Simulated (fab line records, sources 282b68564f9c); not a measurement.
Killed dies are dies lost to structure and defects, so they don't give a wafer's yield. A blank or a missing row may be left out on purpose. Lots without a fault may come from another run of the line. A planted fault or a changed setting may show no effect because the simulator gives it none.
A struck lot beside a sound one | flow rit_cmos | 44 steps out of a route of 202
Sound: wafers L568.3, L568.4, L568.5. Struck: wafers L575.1, L575.3, L575.6. The cause comes at the end.
At each step with rows: each side's tool, then ch and its chambers, then its first start. Under that, the readings that differ: sound wafers | struck wafers | difference of the means | sigmas: that difference in standard deviations of wafers without a fault.
alike: readings whose means differ by less than 2 such deviations, and words and numbers that are the same on both sides. not compared: withheld readings, readings that some wafer has no value for, bounds like >300 that may hide the same value, and numbers for which the record gives no deviation and whose values overlap.
The two part at a step that has a row with sigmas, a row that says differs or no value, or rows on one side only. Numbers that don't overlap but have no deviation are shown without sigmas and don't part them. A reading that every wafer of one side lacks parts them only if that side has two wafers or more.

first, 1 step without rows for these wafers: RIT_PRETRO_IMPLANT_08.
RIT_PRETRO_STRIP_09: strips in O2, time 180 s.
  sound on plasma_asher-04 ch 0,1, day 2 19:20; struck on plasma_asher-04 ch 0,1, day 4 04:32
  alike: drypump_motor_current_A, rf_refl_power_W
  not compared: rf_hours_counter_h
RIT_PRETRO_TW_MEAS_10:
  sound on film_metro-03, day 2 19:28; struck on film_metro-03, day 4 04:43
  alike: PRETRO_TW
then, 5 steps without rows for these wafers: RIT_GATE_WET_ETCH_00 (etches SiO2 in BOE, target depth 56 nm, time 60 s); RIT_GATE_CLEAN_01 (cleans in SC1, time 600 s); RIT_GATE_CLEAN_02 (cleans in dHF, time 30.91 s); RIT_GATE_CLEAN_03 (cleans in SC2, time 600 s); RIT_GATE_CLEAN_04 (cleans in dHF, time 60 s).
RIT_FOX2_THK_MEAS_91:
  sound on film_metro-02, day 2 19:59; struck on film_metro-02, day 4 05:12
  alike: FIELD_OXIDE_LEFT_2_THK
then, 2 steps without rows for these wafers: RIT_GATE_OXIDATION_05 (target thk 3 nm, ox time 270 s); RIT_GATE_ANNEAL_06 (time 600 s).
RIT_GATE_THK_MEAS_07:
  sound on film_metro-03, day 2 22:11; struck on film_metro-03, day 4 07:46
  alike: GATE_OXIDE_THK
RIT_GATE_CVD_08: deposits poly-Si from SiH4, target thk 250 nm, time 2220 s.
  sound on lpcvd-02 ch 1, day 2 22:14; struck on lpcvd-02 ch 1, day 4 07:50
  reading                                  | sound           | struck          | difference | sigmas
  model.poly-Si_of_GATE_CVD_08.thk_nm (nm) | 248 248.2 248.1 | 168 169.8 168.2 | -79        |
  alike: spike_tc_source_C
RIT_GATE_THK_MEAS_09:
  sound on film_metro-02, day 3 00:41; struck on film_metro-03, day 4 09:27
  reading            | sound             | struck            | difference | sigmas
  GATE_POLY_THK (nm) | 248.1 248.3 248.0 | 167.9 169.7 168.3 | -79.5      | -38
then, 6 steps without rows for these wafers: RIT_GATE_HMDS_10 (prime time 60 s); RIT_GATE_COAT_11 (resist thk 850 nm); RIT_GATE_SOFTBAKE_12 (time 60 s); RIT_GATE_EXPOSE_13 (exposes mask M6, target cd 150 nm); RIT_GATE_PEB_14; RIT_GATE_DEVELOP_15 (develop time 50 s).
RIT_GATE_CD_MEAS_16: target cd 150 nm.
  sound on cd_sem-01, day 3 01:37; struck on cd_sem-01, day 4 10:22
  alike: cd_nm
RIT_GATE_OVL_MEAS_17:
  sound on overlay-01, day 3 01:42; struck on overlay-01, day 4 10:29
  alike: GATE_OVL
then, 1 step without rows for these wafers: RIT_GATE_HARDBAKE_18 (time 60 s).
RIT_GATE_ETCH_19: etches poly-Si in SF6/CHF3/O2, stops on SiO2, time 165 s, target depth 312.5 nm.
  sound on rie_si-02 ch 0,1,2, day 3 01:52; struck on rie_si-01 ch 2,3, day 4 10:40
  reading                          | sound             | struck            | difference | sigmas
  oes_product_au (a.u.)            | 0.854 0.852 0.857 | 0.640 0.638 0.645 | -0.213     | -18
  model.etch.depth_nm (nm)         | 248 248.2 248.1   | 168 169.8 168.2   | -79        |
  model.GATE.feature_depth_nm (nm) | 248 248.2 248.1   | 168 169.8 168.2   | -79        |
  alike: O2_flow_sccm, drypump_motor_current_A, throttle_valve_pct
  not compared: rf_hours_counter_h
RIT_GATE_STRIP_20: strips in O2, time 180 s.
  sound on plasma_asher-01 ch 0,1, day 3 02:02; struck on plasma_asher-04 ch 0,1, day 4 10:46
  alike: drypump_motor_current_A, rf_refl_power_W
  not compared: rf_hours_counter_h
RIT_GATE_CD_MEAS_90: target cd 150 nm.
  sound on cd_sem-02, day 3 02:12; struck on cd_sem-02, day 4 10:57
  alike: cd_nm
then, 4 steps without rows for these wafers: RIT_REOX_CLEAN_00 (cleans in SC1, time 600 s); RIT_REOX_CLEAN_01 (cleans in dHF, time 30 s); RIT_REOX_CLEAN_02 (cleans in SC2, time 600 s); RIT_REOX_OXIDATION_03 (target thk 25.2 nm, ox time 5580 s).
RIT_REOX_THK_MEAS_04:
  sound on film_metro-02, day 3 05:38; struck on film_metro-02, day 4 14:34
  alike: REOX_OXIDE_THK
then, 6 steps without rows for these wafers: RIT_NLDD_HMDS_00 (prime time 60 s); RIT_NLDD_COAT_01 (resist thk 1000 nm); RIT_NLDD_SOFTBAKE_02 (time 60 s); RIT_NLDD_EXPOSE_03 (exposes mask M7, target cd 40700 nm); RIT_NLDD_PEB_04; RIT_NLDD_DEVELOP_05 (develop time 50 s).
RIT_NLDD_OVL_MEAS_06:
  sound on overlay-02, day 3 06:32; struck on overlay-02, day 4 15:28
  alike: NLDD_OVL
then, 2 steps without rows for these wafers: RIT_NLDD_HARDBAKE_07 (time 60 s); RIT_NLDD_IMPLANT_08.
RIT_NLDD_STRIP_09: strips in O2, time 180 s.
  sound on plasma_asher-03 ch 0,1, day 3 06:55; struck on plasma_asher-01 ch 1, day 4 15:49
  alike: drypump_motor_current_A, rf_refl_power_W
  not compared: rf_hours_counter_h
RIT_NLDD_TW_MEAS_10:
  sound on film_metro-01, day 3 07:03; struck on film_metro-04, day 4 15:59
  reading | sound          | struck         | difference | sigmas
  NLDD_TW | 2522 2534 2514 | 2451 2433 2453 | -78        | -3
RIT_SDANNEAL_CLEAN_02: cleans in SC2, time 600 s.
  sound on wet_bench-02 ch 3, day 3 14:05; struck on wet_bench-02 ch 0, day 4 23:10
  reading                                  | sound             | struck            | difference | sigmas
  model.poly-Si_of_GATE_CVD_08.thk_nm (nm) | 161.8 161.2 161.8 | 83.13 82.33 83.56 | -78.59     |
RIT_M1_PROBE_99:
  the record has rows for the struck wafers here (prober-02, day 5 08:07) and none for the sound ones

WHERE THEY PART
First at RIT_GATE_THK_MEAS_09; last, within this record, at RIT_M1_PROBE_99.

WHY: what the simulator had put in
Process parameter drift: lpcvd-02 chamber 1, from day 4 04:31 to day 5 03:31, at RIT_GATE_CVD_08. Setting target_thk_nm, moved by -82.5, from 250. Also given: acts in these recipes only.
